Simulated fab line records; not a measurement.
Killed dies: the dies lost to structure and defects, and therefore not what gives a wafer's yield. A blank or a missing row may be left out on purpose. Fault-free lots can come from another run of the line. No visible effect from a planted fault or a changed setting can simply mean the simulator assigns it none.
The same fault as seen by 2 desks | flow berkeley_cmos170 | each desk has only its own numbers; what lay behind them comes last

## THE TOOL OWNER'S DESK: rie_diel-03
The tool's own readings at UCB170_V1_ETCH_14 (etches SiO2 in CHF3/CF4/Ar, stops on Al, target depth 1250 nm, time 291 s): means of the sampled wafers that have a number, for each lot that ran on this tool. The brackets show how far a lot's mean lies from the usual mean; more than 4 standard deviations puts the lot out of limits, marked OUT.
Columns: A = cf4_flow_sccm at UCB170_V1_ETCH_14, usual 15.00 sccm; B = drypump_motor_current_A at UCB170_V1_ETCH_14, usual 5.6 A; C = oes_product_au at UCB170_V1_ETCH_14, usual 0.879 a.u.; D = rf_fwd_power_W at UCB170_V1_ETCH_14, usual 697.7 W; E = throttle_valve_pct at UCB170_V1_ETCH_14, usual 6.93 %
lot  | first seen here | A     | B   | C     | D               | E
L952 | day 8 15:00     | 14.98 | 5.7 | 0.872 | 700.1           | 6.80
L954 | day 8 16:01     | 15.00 | 5.5 | 0.887 | 696.0           | 6.99
L959 | day 9 14:01     | 14.97 | 5.6 | 0.885 | 790.8 (+40) OUT | 6.89
L956 | day 9 14:17     | 15.03 | 5.8 | 0.888 | 790.5 (+40) OUT | 6.91
Finding of this desk: L956, L959 out of limits; the first was L959 at day 9 14:01, on rf_fwd_power_W at UCB170_V1_ETCH_14. L952, L954: within limits.

## METROLOGY DESK
What the gauges read, lot by lot, whatever tool the lot ran on: means of the sampled wafers that have a number. The brackets show how far a lot's mean lies from the usual mean; more than 4 standard deviations puts the lot out of limits, marked OUT.
Columns: A = cd_nm at UCB170_M1_CD_MEAS_09, usual 699.9 nm; B = cd_nm at UCB170_M1_CD_MEAS_90, usual 700.6 nm; C = cd_nm at UCB170_V1_CD_MEAS_90, usual 699.5 nm; D = cd_nm at UCB170_M2_CD_MEAS_15, usual 700.2 nm
lot  | first seen here | A     | B     | C     | D
L950 | day 7 13:03     | 698.7 | 702.5 | 698.4 | 700.4
L948 | day 7 13:18     | 699.1 | 696.2 | 700.0 | 699.4
L949 | day 7 13:28     | 699.8 | 702.2 | 700.7 | 701.2
L951 | day 7 15:25     | 698.4 | 700.4 | 699.8 | 699.2
L952 | day 8 07:05     | 699.4 | 699.8 | 696.7 | 701.6
L953 | day 8 07:16     | 698.9 | 696.2 | 699.1 | 699.8
L955 | day 8 07:38     | 700.1 | 702.8 | 698.4 | 700.8
L954 | day 8 07:55     | 702.3 | 702.4 | 704.0 | 697.2
L957 | day 9 05:12     | 700.9 | 702.0 | 701.5 | 701.1
L959 | day 9 05:35     | 701.7 | 702.2 | 701.8 | 701.2
L956 | day 9 08:13     | 700.0 | 697.7 | 703.7 | 701.9
L968 | day 10 17:09    | 697.9 | 700.7 | 697.9 | 700.7
L966 | day 10 19:01    | 700.7 | 701.7 | 698.2 | 701.9
L970 | day 11 16:11    | 701.3 | 703.4 | 698.5 | 699.5
This desk's finding: nothing out of limits on any of the 14 lots.

## ALL TOGETHER
The tool owner's desk had the chance to raise an alarm at day 9 14:01 on L956, L959.
Metrology desk: nothing out of limits seen.
The metrology desk holds a record of L956, L959, inside its limits.
Every lot named ran UCB170_V1_ETCH_14 on rie_diel-03.

## WHAT WAS PUT IN BY THE SIMULATOR
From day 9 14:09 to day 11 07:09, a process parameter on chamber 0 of rie_diel-03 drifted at UCB170_V1_ETCH_14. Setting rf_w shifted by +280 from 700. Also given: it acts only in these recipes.
Shown lots that were struck: L956, L959.
